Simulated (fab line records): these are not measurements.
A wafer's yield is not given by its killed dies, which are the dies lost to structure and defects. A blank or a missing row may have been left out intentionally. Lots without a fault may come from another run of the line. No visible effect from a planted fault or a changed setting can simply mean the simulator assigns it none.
Problem report, 8D (eight disciplines) form, completed by code :: flow berkeley_cmos170 :: the parts of the form that need people (team, actions taken, sign-off) are left out

## 1. THE ISSUE
PWELL_NITRIDE_THK at UCB170_PWELL_THK_MEAS_06 reads a mean of 180.9 nm on 3 wafers of 1 lot; wafers without a fault read 220.5 nm with a standard deviation of 1.9. That puts it -21 standard deviations away from the usual mean.
Earliest sighting: wafer L146.2 on film_metro-02 at day 7 00:27. The record has a number at this step for 39 wafers belonging to 13 lots. Rule for "out", or "out of limits": more than 4 standard deviations from the usual mean. The other wafers with a number count as sound.

## 2. WHAT IT IS, AND WHAT IT ISN'T
question: which readings at this step
is: PWELL_NITRIDE_THK
is not: -

question: which lots
is: L146
is not: L130, L131, L133, L136, L137, L139, L140, L145, L150, L151, L152, L153

question: which wafers of those lots
is: all that have a number
is not: -

question: read on which gauges
is: film_metro-02
is not: film_metro-01, film_metro-03

question: when
is: from day 7 00:27
is not: up to then (24 sound wafers); but 12 sound wafers of L150, L151, L152, L153 came after

## 3. SUSPECTS, AND WHAT RULES EACH OUT
Counting: a tool at a process step up to the reading stays a suspect if it ran every lot that is out and no sound lot after the first of them.
- ruled out: the gauge at UCB170_PWELL_THK_MEAS_06. All the wafers that are out were read on film_metro-02, but those of them that UCB170_PWELL_CVD_05 has rows for are out there too, on other tools.
- lpcvd-02 at UCB170_PWELL_CVD_05 (deposits Si3N4 from SiH2Cl2/NH3, target thk 220 nm, time 3300 s): ruled out as a lasting fault. The sound lots L150, L151, L152, L153 went through it after L146, its earliest lot that is out (day 6 22:31).
Left after counting: nothing in the record.

## 4. THE CAUSE (what the simulator had put in)
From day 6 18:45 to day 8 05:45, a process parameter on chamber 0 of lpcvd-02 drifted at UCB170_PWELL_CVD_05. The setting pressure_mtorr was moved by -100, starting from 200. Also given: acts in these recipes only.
The count ruled it out by mistake, since the rule takes a fault to strike every lot its tool runs from the start of the fault on, and this one did not do so.

## 5. THE EFFECT CHAIN, in route order
Each row: a reading whose mean over the struck wafers that have a number lies more than 3 standard deviations from the usual. Scope: only readings with a usual standard deviation given in the record; hours: median across lots of the time from each lot's start at the first step in this table that gives one to its start at this step; sigmas: change in usual standard deviations.
hours: 0
step: UCB170_PWELL_CVD_05
reading: pressure_mtorr
usual: 200.1 mTorr
on struck wafers: 100.1
change: -100.0
sigmas: -99 or more

hours: 2
step: UCB170_PWELL_THK_MEAS_06
reading: PWELL_NITRIDE_THK
usual: 220.5 nm
on struck wafers: 180.9
change: -39.6
sigmas: -21

hours: 3
step: UCB170_PWELL_ETCH_14
reading: oes_product_au
usual: 0.946 a.u.
on struck wafers: 0.844
change: -0.102
sigmas: -7.8
Its process steps:
- UCB170_PWELL_CVD_05: deposits Si3N4 from SiH2Cl2/NH3, target thk 220 nm, time 3300 s.
- UCB170_PWELL_ETCH_14: etches Si3N4 in CH3F/Ar/O2, stops on SiO2, target depth 242 nm, time 151 s.
At these later measuring or inspecting steps, every struck wafer for which the step has a row has a number for every such reading, and none has moved that far: UCB170_M2_OVL_MEAS_16.

## 6. WHAT WOULD HAVE CAUGHT IT SOONER
Counted from the fault's start at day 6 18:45, it took 6 hours until the first out-of-limits reading at a measuring or inspecting step in this record, taken at day 7 00:27.
The tool's own readings at UCB170_PWELL_CVD_05 were out on every struck wafer that the step has a row for (pressure_mtorr): an alarm limit on them would have fired on the first of those.
